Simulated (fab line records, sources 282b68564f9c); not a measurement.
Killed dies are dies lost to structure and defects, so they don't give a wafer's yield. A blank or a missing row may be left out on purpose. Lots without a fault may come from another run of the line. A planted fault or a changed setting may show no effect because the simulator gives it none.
A struck lot beside a sound one | flow rit_cmos | 39 steps out of a route of 202
Sound: wafers L691.1, L691.3, L691.5. Struck: wafers L687.2, L687.3, L687.4. The cause comes at the end.
At each step with rows: each side's tool, then ch and its chambers, then its first start. Under that, the readings that differ: sound wafers | struck wafers | difference of the means | sigmas: that difference in standard deviations of wafers without a fault.
alike: readings whose means differ by less than 2 such deviations, and words and numbers that are the same on both sides. not compared: withheld readings, readings that some wafer has no value for, bounds like >300 that may hide the same value, and numbers for which the record gives no deviation and whose values overlap.
The two part at a step that has a row with sigmas, a row that says differs or no value, or rows on one side only. Numbers that don't overlap but have no deviation are shown without sigmas and don't part them. A reading that every wafer of one side lacks parts them only if that side has two wafers or more.

first, 3 steps without rows for these wafers: RIT_GATE_EXPOSE_13 (exposes mask M6, target cd 150 nm); RIT_GATE_PEB_14; RIT_GATE_DEVELOP_15 (develop time 52.32 s).
RIT_GATE_CD_MEAS_16: target cd 150 nm.
  sound on cd_sem-02, day 5 08:01; struck on cd_sem-01, day 4 13:16
  alike: cd_nm
RIT_GATE_OVL_MEAS_17:
  sound on overlay-02, day 5 08:08; struck on overlay-01, day 4 13:23
  alike: GATE_OVL
then, 1 step without rows for these wafers: RIT_GATE_HARDBAKE_18 (time 60 s).
RIT_GATE_ETCH_19: etches poly-Si in SF6/CHF3/O2, stops on SiO2, time 165 s, target depth 312.5 nm.
  sound on rie_si-01 ch 0,2, day 5 08:19; struck on rie_si-01 ch 0,2,3, day 4 13:34
  alike: drypump_motor_current_A, oes_product_au, throttle_valve_pct
  not compared: rf_hours_counter_h
RIT_GATE_STRIP_20: strips in O2, time 180 s.
  sound on plasma_asher-01 ch 0,1, day 5 08:26; struck on plasma_asher-02 ch 0,1, day 4 13:40
  alike: drypump_motor_current_A
  not compared: rf_hours_counter_h
RIT_GATE_CD_MEAS_90: target cd 150 nm.
  sound on cd_sem-02, day 5 08:36; struck on cd_sem-02, day 4 13:52
  alike: cd_nm
then, 3 steps without rows for these wafers: RIT_REOX_CLEAN_00 (cleans in SC1, time 600 s); RIT_REOX_CLEAN_01 (cleans in dHF, time 30 s); RIT_REOX_CLEAN_02 (cleans in SC2, time 600 s).
RIT_REOX_OXIDATION_03: target thk 25.2 nm, ox time 5580 s.
  sound on furnace-03 ch 0, day 5 09:15; struck on furnace-01 ch 0, day 4 17:46
RIT_REOX_THK_MEAS_04:
  sound on film_metro-04, day 5 11:48; struck on film_metro-03, day 4 20:20
  reading             | sound          | struck         | difference | sigmas
  REOX_OXIDE_THK (nm) | 25.1 25.4 25.4 | 42.2 42.1 41.2 | +16.5      | +32
then, 6 steps without rows for these wafers: RIT_NLDD_HMDS_00 (prime time 60 s); RIT_NLDD_COAT_01 (resist thk 1000 nm); RIT_NLDD_SOFTBAKE_02 (time 60 s); RIT_NLDD_EXPOSE_03 (exposes mask M7, target cd 40700 nm); RIT_NLDD_PEB_04; RIT_NLDD_DEVELOP_05 (develop time 50 s).
RIT_NLDD_OVL_MEAS_06:
  sound on overlay-02, day 5 12:43; struck on overlay-02, day 4 21:25
  alike: NLDD_OVL
then, 2 steps without rows for these wafers: RIT_NLDD_HARDBAKE_07 (time 60 s); RIT_NLDD_IMPLANT_08.
RIT_NLDD_STRIP_09: strips in O2, time 180 s.
  sound on plasma_asher-02 ch 1, day 5 13:03; struck on plasma_asher-04 ch 0,1, day 4 21:44
  alike: drypump_motor_current_A
  not compared: rf_hours_counter_h
RIT_NLDD_TW_MEAS_10:
  sound on film_metro-04, day 5 13:14; struck on film_metro-04, day 4 22:02
  alike: NLDD_TW
then, 6 steps without rows for these wafers: RIT_PLDD_HMDS_00 (prime time 60 s); RIT_PLDD_COAT_01 (resist thk 984.3 nm); RIT_PLDD_SOFTBAKE_02 (time 60 s); RIT_PLDD_EXPOSE_03 (exposes mask M8, target cd 40900 nm); RIT_PLDD_PEB_04; RIT_PLDD_DEVELOP_05 (develop time 50 s).
RIT_PLDD_OVL_MEAS_06:
  sound on overlay-02, day 5 14:08; struck on overlay-01, day 4 23:04
  alike: PLDD_OVL
then, 2 steps without rows for these wafers: RIT_PLDD_HARDBAKE_07 (time 60 s); RIT_PLDD_IMPLANT_08.
RIT_PLDD_STRIP_09: strips in O2, time 180 s.
  sound on plasma_asher-03 ch 0,1, day 5 14:28; struck on plasma_asher-03 ch 0,1, day 4 23:46
  alike: drypump_motor_current_A
  not compared: rf_hours_counter_h
RIT_PLDD_TW_MEAS_10:
  sound on film_metro-02, day 5 14:39; struck on film_metro-04, day 4 23:57
  alike: PLDD_TW
RIT_SPACER_CLEAN_00: cleans in SC1, time 600 s.
  sound on wet_bench-01 ch 1, day 5 14:43; struck on wet_bench-02 ch 3, day 5 00:02
  reading                                     | sound             | struck           | difference | sigmas
  model.SiO2_of_REOX_OXIDATION_03.thk_nm (nm) | 23.18 23.44 23.45 | 38.9 38.75 37.91 | +15.2      |
then, 1 step without rows for these wafers: RIT_SPACER_CLEAN_01 (cleans in dHF, time 30 s).
RIT_M1_PROBE_99:
  sound on prober-02, day 6 05:46; struck on prober-02, day 5 15:26
  alike: killed_at_contacts, killed_at_front_end, killed_dies, killed_open, killed_short

WHERE THEY PART
Only at RIT_REOX_THK_MEAS_04, within this record. Later steps at which nothing parts them and some readings are alike: RIT_NLDD_OVL_MEAS_06, RIT_NLDD_STRIP_09, RIT_NLDD_TW_MEAS_10, RIT_PLDD_OVL_MEAS_06, RIT_PLDD_STRIP_09, RIT_PLDD_TW_MEAS_10, RIT_M1_PROBE_99.

WHY: what the simulator had put in
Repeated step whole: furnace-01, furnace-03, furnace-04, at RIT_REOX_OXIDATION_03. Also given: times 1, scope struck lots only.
